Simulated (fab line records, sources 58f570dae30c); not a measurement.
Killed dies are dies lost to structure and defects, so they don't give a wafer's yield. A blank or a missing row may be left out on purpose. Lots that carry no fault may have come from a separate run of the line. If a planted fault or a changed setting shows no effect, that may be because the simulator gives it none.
Matching of chambers + flow berkeleyCmos170 + rieDiel-01 running UCB170_M3_ETCH_17: 4 sister chambers
The step etches BARC in N2/H2. 7 wafers are shown with their chamber, then 7 later ones without.

WAFERS PAIRED WITH THEIR CHAMBERS
| wafer  | chamber | throttleValvePct (%) | drypumpMotorCurrentA (A) |
|--------|---------|----------------------|--------------------------|
| L154.2 | 2       | 13.45                | 5.9                      |
| L165.2 | 3       | 13.49                | 4.8                      |
| L168.1 | 3       | 13.50                | 4.8                      |
| L168.3 | 0       | 13.04                | 5.7                      |
| L168.4 | 1       | 13.08                | 5.6                      |
| L169.1 | 1       | 13.08                | 5.5                      |
| L169.2 | 0       | 13.05                | 5.7                      |

WAFERS MISSING THEIR CHAMBER
| wafer  | throttleValvePct (%) | drypumpMotorCurrentA (A) |
|--------|----------------------|--------------------------|
| L169.4 | 13.46                | 5.9                      |
| L172.4 | 13.10                | 5.6                      |
| L172.5 | 13.51                | 4.7                      |
| L172.6 | 13.46                | 5.9                      |
| L173.2 | 13.04                | 5.7                      |
| L173.4 | 13.06                | 5.6                      |
| L173.6 | 13.02                | 5.7                      |

THE CHAMBER EACH PASSED THROUGH
| wafer  | from the rows above     | in truth |
|--------|-------------------------|----------|
| L169.4 | 2                       | 2        |
| L172.4 | 1                       | 1        |
| L172.5 | 3                       | 3        |
| L172.6 | 2                       | 2        |
| L173.2 | 0                       | 0        |
| L173.4 | can't be placed: 0 or 1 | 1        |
| L173.6 | 0                       | 0        |
Correct placement for 6 of the 7. Cannot be placed on the basis of these rows: 1; the candidates contain the true chamber in 1. Placed wrongly: 0.
How it was worked out, from the rows above alone: a wafer's distance from a chamber is the root of the sum, over the readings, of the square of ((its reading less the chamber's mean) divided by the reading's scatter). The wafer belongs to the nearest chamber; if the next one is less than 2 further off, it can't be placed. A chamber's mean is the mean of its shown wafers. The scatter: take each reading less its chamber's mean, square it, sum over the shown wafers, divide by the number of wafers less the number of chambers, and take the root.
